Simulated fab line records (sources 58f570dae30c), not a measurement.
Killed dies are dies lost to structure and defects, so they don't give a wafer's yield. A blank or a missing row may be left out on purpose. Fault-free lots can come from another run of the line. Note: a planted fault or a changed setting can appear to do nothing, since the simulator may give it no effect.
Matching of chambers	flow berkeley-cmos170	pecvd-04 running UCB170_SPACER_CVD_00: 3 sister chambers
The step deposits SiO2 from TEOS/O2, target thk 376 nm, time 47 s. 3 wafers are shown with their chamber, then 7 later ones without.

WAFERS, EACH WITH ITS CHAMBER
wafer	chamber	heater-power-w (W)
L220.1	2	302
L224.2	0	178
L224.3	1	199

WAFERS WITHOUT THEIR CHAMBER
wafer	heater-power-w (W)
L224.6	226
L226.2	277
L226.3	195
L226.6	304
L233.4	240
L233.5	252
L233.6	296

CHAMBER TAKEN BY EACH
wafer	from the rows above	in truth
L224.6	can't be placed: 1 or 0 or 2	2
L226.2	can't be placed: 2 or 1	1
L226.3	can't be placed: 1 or 0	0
L226.6	2	2
L233.4	can't be placed: 1 or 0 or 2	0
L233.5	can't be placed: 2 or 1 or 0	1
L233.6	2	2
Correct placement for 2 of the 7. Cannot be placed on the basis of these rows: 5; the candidates contain the true chamber in 5. Placed wrongly: 0.
How it was worked out, from the rows above alone: a wafer's distance from a chamber is the root of the sum, over the readings, of the square of ((its reading less the chamber's mean) divided by the reading's scatter). The wafer belongs to the nearest chamber; if the next one is less than 2 further off, it can't be placed. Each chamber's mean is taken over the wafers shown for it. The scatter: root of mean squared gap, hidden wafer to nearest shown wafer, with one shown wafer a chamber.
